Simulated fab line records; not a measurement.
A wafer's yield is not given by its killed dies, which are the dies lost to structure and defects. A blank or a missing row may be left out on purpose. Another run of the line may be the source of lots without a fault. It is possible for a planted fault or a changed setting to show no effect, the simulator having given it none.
The tool behind it: which one?	flow rit_cmos	14 lots with 42 wafers sampled at 2 steps, on a route of 202 steps

WHAT THE GAUGES SHOWED, per wafer
The record lacks any reading of a measuring or inspecting step that a usual standard deviation could be used to judge.

EACH LOT AND THE TOOL THAT RAN IT (in order: tool; ch and the chambers of the sampled wafers; start)
lot	RIT_PSD_COAT_01	RIT_M1_PROBE_99
L275	litho_track-02 ch 0, day 3 05:02	-
L276	litho_track-04 ch 0, day 3 12:14	-
L277	litho_track-03 ch 0, day 3 16:31	-
L280	litho_track-02 ch 0, day 4 07:05	-
L282	litho_track-02 ch 0, day 4 16:30	-
L283	litho_track-02 ch 0, day 4 20:35	-
L286	litho_track-02 ch 0, day 5 10:49	-
L290	litho_track-04 ch 0, day 6 06:32	-
L292	litho_track-03 ch 0, day 6 14:44	-
L293	litho_track-04 ch 0, day 6 22:14	-
L294	litho_track-03 ch 0, day 7 03:12	-
L296	litho_track-04 ch 0, day 7 11:24	-
L297	litho_track-03 ch 0, day 7 15:06	-
L298	litho_track-03 ch 0, day 8 01:55	prober-02, day 8 11:32
- RIT_PSD_COAT_01: resist thk 1000 nm.
- RIT_M1_PROBE_99

AS READ BY THE TOOLS THEMSELVES (means over the sampled wafers that have a number; for cases with no such wafer, the mark the record gives instead)
RIT_PSD_COAT_01.
lot	tool	spin_speed_rpm (rpm)
L275	litho_track-02	3250.5
L276	litho_track-04	3250.4
L277	litho_track-03	3247.9
L280	litho_track-02	3251.6
L282	litho_track-02	3250.8
L283	litho_track-02	4144.0
L286	litho_track-02	4144.7
L290	litho_track-04	3248.9
L292	litho_track-03	3247.5
L293	litho_track-04	3251.9
L294	litho_track-03	3248.2
L296	litho_track-04	3249.2
L297	litho_track-03	3250.6
L298	litho_track-03	3249.7

RIT_M1_PROBE_99.
lot	tool	killed_at_contacts	killed_at_front_end	killed_dies	killed_open	killed_short
L298	prober-02	0.0	7	7	2.7	4.7

THE ANSWER, worked out from the rows above alone
Rule: the lots themselves supply what counts as usual. The widest of any qualifying gaps counts: lots, ordered by their means at a reading, are off when they make up no more than a third of the lots, leave a main group of 4 or more, and stand apart from it by 3 or more times the standard deviation of that group's means. A main group whose means are all the same, to the digits that the tables above print for the reading, isn't used. Also off: a lot with no number at a reading for which 4 or more lots have one. The other lots that the step has rows for count as sound. The gauges are gone through in route order, then the tools' own readings, and for those a lot's mean is taken as printed above. The first step at which some lot is off is used, and at that step the reading that is off furthest; a lot without a number counts as furthest.
Off: L283, L286 (RIT_PSD_COAT_01, spin_speed_rpm). Main group: mean 3249.8 rpm, sd 1.4.
If a tool, at that step or one of the process steps before it, ran each lot that is off and ran no sound lot following the first of them, it fits. One fits: RIT_PSD_COAT_01 on litho_track-02. A fault onset in the window from L282 (day 4 16:30, its last sound lot) to L283 (day 4 20:35, its first lot off) fits.
The tool's own readings at RIT_PSD_COAT_01 bear it out: on the lots that are off they differ by more than 5 times the standard deviation of the sound lots' means. spin_speed_rpm reads 4144.4 rpm there against 3249.8 rpm on the sound lots.

WHAT THE SIMULATOR PUT IN
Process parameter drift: litho_track-02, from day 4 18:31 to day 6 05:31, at RIT_PSD_COAT_01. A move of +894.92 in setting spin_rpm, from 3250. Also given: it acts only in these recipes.
Shown lots that were struck: L283, L286. The rule above found the same.
